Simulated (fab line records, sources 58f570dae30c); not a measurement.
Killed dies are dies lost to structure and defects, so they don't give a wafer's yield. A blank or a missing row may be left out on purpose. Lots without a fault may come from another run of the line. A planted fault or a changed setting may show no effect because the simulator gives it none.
fab line records | flow berkeley_cmos170 | part 2 of 2: steps 27 to 39 of 39
record lots=5 wafers=15 last_day=13
route steps=331 shown M1@249 V1@254 M2@271
lots that met no fault: from a run of the same line without faults
start_h: hours from the record's first day to the start of the lot's first wafer shown | wait_h: hours since the lot's step before | " the same as in the row above | L1.1+2: a row that stands for several wafers | - no value, or no start given | * or withheld: withheld | < > ~ a bound
route shown NAME@n: a module of which the file shows steps, and the number in the route of the first | usual: mean/standard deviation of fault-free wafers | same: alike in all rows | chamber/n: place in a boat | sites: the reading at each site | _std_site: their standard deviation | _edge_site: outer sites' mean less inner sites' | radius_mm: how far each site lies from the wafer's centre | mask NAME#n: copy n | behind: the tool/chamber that last shaped the wafer | hold: why the lot was held/for how many hours/how that ended | device: the transistor (n, p or np) that didn't switch | end of line: the same wafers' tests at the end of the route | a step without rows: its recipe alone | killed: dies lost to structure and defects at the first sort, not the wafer's yield | map: a wafer's dies, x killed, . not, _ none there
set.NAME: the setting as run; set.NAME@STEP: as run at that earlier step | model.NAME: the simulator's own value behind a step, which no gauge read
lots at some steps of the route; a table a step, a row a wafer
services: from which hour (start_h, from the record's first day; less than 0 if before it) a tool's chamber was out of use, for how many hours, and why
## steps
# step UCB170_M2_HMDS_04
# recipe prime_time_s=60 prime_temp_c=100
# columns lot.wafer tool chamber start_h wait_h
L075.1+2+4 litho_track-03 0 184.66 0.1
L085.2+3+4 litho_track-03 0 239.19 0.7
L092.2+4+6 litho_track-03 0 279.02 0.1
L093.1+5+6 litho_track-01 0 297.73 0.1
L095.1+2+4 litho_track-04 0 309.96 0.2
# step UCB170_M2_COAT_05
# recipe resist=KrF spin_rpm=1500 resist_thk_nm=900
# usual spin_speed_rpm=1500.1/0.91
# columns lot.wafer tool chamber start_h wait_h spin_speed_rpm
L075.1 litho_track-03 0 184.81 0.1 1498.2
L075.2 " 0 " " 1501.2
L075.4 " 0 " " 1499.6
L085.2 litho_track-03 0 239.34 0.1 1499.9
L085.3 " 0 " " 1499.1
L085.4 " 0 " " 1499.3
L092.2 litho_track-03 0 279.17 0.1 1498.4
L092.4 " 0 " " 1499.4
L092.6 " 0 " " 1500.4
L093.1 litho_track-01 0 297.88 0.1 1500.5
L093.5 " 0 " " 1498.5
L093.6 " 0 " " 1500.4
L095.1 litho_track-04 0 310.11 0.1 1498.8
L095.2 " 0 " " 1499.9
L095.4 " 0 " " 1500.6
# step UCB170_M2_SOFTBAKE_06
# recipe resist=KrF temp_c=130 time_s=60
# same time_s=60
# columns lot.wafer tool chamber start_h wait_h
L075.1+2+4 litho_track-03 0 184.96 0.1
L085.2+3+4 litho_track-03 0 239.49 0.1
L092.2+4+6 litho_track-03 0 279.32 0.1
L093.1+5+6 litho_track-01 0 298.03 0.1
L095.1+2+4 litho_track-04 0 310.26 0.1
# step UCB170_M2_STRIP_07
# recipe chemistry=O2 power_w=400 pressure_mtorr=3500 platen_temp_c=withheld o2_flow_sccm=400 overash_fraction=0.5
# usual drypump_motor_current_A=5.7/0.32 oes_product_au=0.734/0.0043 strip_time_to_endpoint_s=21.97/0.077
# columns lot.wafer tool chamber start_h wait_h drypump_motor_current_A oes_product_au rf_hours_counter_h strip_time_to_endpoint_s
L075.1 plasma_asher-02 0 185.11 0.1 5.9 0.739 48 21.97
L075.2 " 1 " " 5.3 0.731 48 21.95
L075.4 " 1 " " 5.3 0.737 - 22.01
L085.2 plasma_asher-04 0 239.62 0.1 5.5 0.738 48 22.01
L085.3 " 0 " " 5.5 0.731 - 21.92
L085.4 " 1 " " 6.0 0.736 - 22.01
L092.2 plasma_asher-04 0 279.45 0.1 5.5 0.730 52 22.03
L092.4 " 1 " " 6.0 0.734 - 22.00
L092.6 " 0 " " 5.5 0.736 - 21.99
L093.1 plasma_asher-01 0 298.18 0.1 6.1 0.731 51 21.78
L093.5 " 1 " " 5.4 0.735 - 21.79
L093.6 " 0 " " 6.1 0.725 - 21.74
L095.1 plasma_asher-01 0 310.41 0.1 6.1 0.729 53 22.01
L095.2 " 1 " " 5.4 0.734 53 21.97
L095.4 " 1 " " 5.4 0.733 - 22.01
# step UCB170_M2_STRIP_08
# recipe chemistry=DMSO temp_c=80 time_s=600 material=KrF
# same time_s=600
# columns lot.wafer tool chamber start_h wait_h
L075.1+2+4 wet_bench-01 2 185.21 0.1
L085.2+3+4 wet_bench-01 1 239.72 0.1
L092.2+4+6 wet_bench-01 1 279.55 0.1
L093.1+5+6 wet_bench-03 2 298.77 0.6
L095.1+2+4 wet_bench-01 1 310.51 0.1
# step UCB170_M2_COAT_09
# recipe resist=BARC temp_c=withheld time_s=withheld spin_rpm=3000 resist_thk_nm=withheld
# usual spin_speed_rpm=3000.4/2.1
# columns lot.wafer tool chamber start_h wait_h spin_speed_rpm
L075.1 litho_track-04 0 185.38 0.0 3000.8
L075.2 " 0 " " 3000.0
L075.4 " 0 " " 2998.8
L085.2 litho_track-01 0 240.34 0.4 3001.1
L085.3 " 0 " " 3003.4
L085.4 " 0 " " 3004.1
L092.2 litho_track-01 0 279.75 0.0 3002.7
L092.4 " 0 " " 2997.7
L092.6 " 0 " " 2999.5
L093.1 litho_track-04 0 299.46 0.5 3000.8
L093.5 " 0 " " 3001.5
L093.6 " 0 " " 2999.8
L095.1 litho_track-04 0 310.86 0.2 3002.1
L095.2 " 0 " " 3001.5
L095.4 " 0 " " 3002.8
# step UCB170_M2_COAT_10
# recipe resist=KrF spin_rpm=1500 resist_thk_nm=900
# usual spin_speed_rpm=1500.0/1.1
# columns lot.wafer tool chamber start_h wait_h spin_speed_rpm
L075.1 litho_track-04 0 - - 1500.3
L075.2 " 0 " " 1500.2
L075.4 " 0 " " 1502.3
L085.2 litho_track-01 0 - - 1500.3
L085.3 " 0 " " 1500.3
L085.4 " 0 " " 1499.7
L092.2 litho_track-01 0 - - 1501.5
L092.4 " 0 " " 1500.2
L092.6 " 0 " " 1500.1
L093.1 litho_track-04 0 - - 1500.6
L093.5 " 0 " " 1501.7
L093.6 " 0 " " 1500.4
L095.1 litho_track-04 0 - - 1499.2
L095.2 " 0 " " 1498.5
L095.4 " 0 " " 1499.4
# step UCB170_M2_SOFTBAKE_11
# recipe resist=KrF temp_c=130 time_s=57.62
# same time_s=57.62
# columns lot.wafer tool chamber start_h wait_h
L075.1+2+4 litho_track-04 0 - -
L085.2+3+4 litho_track-01 0 - -
L092.2+4+6 litho_track-01 0 - -
L093.1+5+6 litho_track-04 0 - -
L095.1+2+4 litho_track-04 0 - -
# step UCB170_M2_EXPOSE_12
# recipe mask_id=METAL2 target_cd_nm=700 na=0.5 sigma_outer=0.6 source_shape=conventional dose_mj=26
# same na=0.5
# columns lot.wafer tool chamber start_h wait_h mask
L075.1+2+4 krf_scanner-02 0 185.83 - METAL2#0
L085.2+3+4 krf_scanner-02 0 240.91 - METAL2#0
L092.2+4+6 krf_scanner-01 0 280.19 - METAL2#0
L093.1+5+6 krf_scanner-02 0 300.11 - METAL2#0
L095.1+2+4 krf_scanner-02 0 311.31 - METAL2#0
# step UCB170_M2_PEB_13
# recipe peb_temp_c=130 peb_time_s=withheld resist=KrF
# columns lot.wafer tool chamber start_h wait_h
L075.1+2+4 litho_track-03 0 185.95 0.1
L085.2+3+4 litho_track-04 0 241.51 0.6
L092.2+4+6 litho_track-03 0 280.31 0.1
L093.1+5+6 litho_track-03 0 300.42 0.3
L095.1+2+4 litho_track-03 0 311.43 0.1
# step UCB170_M2_DEVELOP_14
# recipe developer=TMAH develop_time_s=45 resist=KrF dev_temp_c=21
# same develop_time_s=45
# columns lot.wafer tool chamber start_h wait_h
L075.1+2+4 litho_track-03 0 - -
L085.2+3+4 litho_track-04 0 - -
L092.2+4+6 litho_track-03 0 - -
L093.1+5+6 litho_track-03 0 - -
L095.1+2+4 litho_track-03 0 - -
# step UCB170_M2_CD_MEAS_15
# recipe target_cd_nm=700
# usual cd_nm=700.3/1.5
# columns lot.wafer tool chamber start_h wait_h cd_nm
L075.1 cd_sem-01 - 186.22 - 697.5
L075.2 " - " " 698.1
L075.4 " - " " 697.7
L085.2 cd_sem-02 - 241.78 - 701.4
L085.3 " - " " 700.8
L085.4 " - " " 701.4
L092.2 cd_sem-01 - 280.58 - 702.1
L092.4 " - " " 701.1
L092.6 " - " " 701.8
L093.1 cd_sem-01 - 300.70 - 698.0
L093.5 " - " " 698.4
L093.6 " - " " 699.5
L095.1 cd_sem-01 - 311.70 - 700.6
L095.2 " - " " 700.9
L095.4 " - " " 701.3
# step UCB170_M2_OVL_MEAS_16
# usual M2_OVL=-3/5.6
# columns lot.wafer tool chamber start_h wait_h M2_OVL[nm]
L075.1 overlay-02 - 186.34 0.1 1
L075.2 " - " " -1
L075.4 " - " " -4
L085.2 overlay-02 - 241.89 0.1 -9
L085.3 " - " " 3
L085.4 " - " " -7
L092.2 overlay-01 - 280.69 0.1 -11
L092.4 " - " " 1
L092.6 " - " " -5
L093.1 overlay-02 - 300.82 0.1 -3
L093.5 " - " " -5
L093.6 " - " " 3
L095.1 overlay-01 - 311.82 0.1 -6
L095.2 " - " " -3
L095.4 " - " " -2
## services
# columns tool chamber start_h hours kind
krf_scanner-02 - 161.00 1.3 pm
pvd_sputter-01 - 166.48 8.6 repair
rie_diel-02 - 175.94 0.7 repair
rie_diel-01 3 176.95 17.2 repair
krf_scanner-01 - 204.68 0.8 pm
rie_metal-04 1 206.34 20.0 repair
cmp-01 - 207.72 1.7 repair
krf_scanner-02 - 211.01 1.0 pm
rie_diel-02 - 211.60 2.8 pm
pecvd-04 - 224.98 0.6 repair
krf_scanner-01 - 226.16 1.3 pm
pecvd-04 - 232.70 14.6 pm
cmp-01 - 238.76 5.5 pm
pvd_sputter-02 - 246.36 1.5 repair
plasma_asher-04 - 250.51 2.0 repair
krf_scanner-01 - 254.96 0.3 repair
rie_diel-01 - 258.58 1.2 repair
wet_bench-01 - 263.51 2.1 repair
rie_diel-01 3 266.61 2.8 repair
krf_scanner-01 - 278.14 1.0 pm
krf_scanner-02 - 305.23 0.8 pm
rie_diel-01 - 306.59 0.4 repair
krf_scanner-01 - 306.98 4.4 pm
cmp-01 - 309.49 7.1 pm
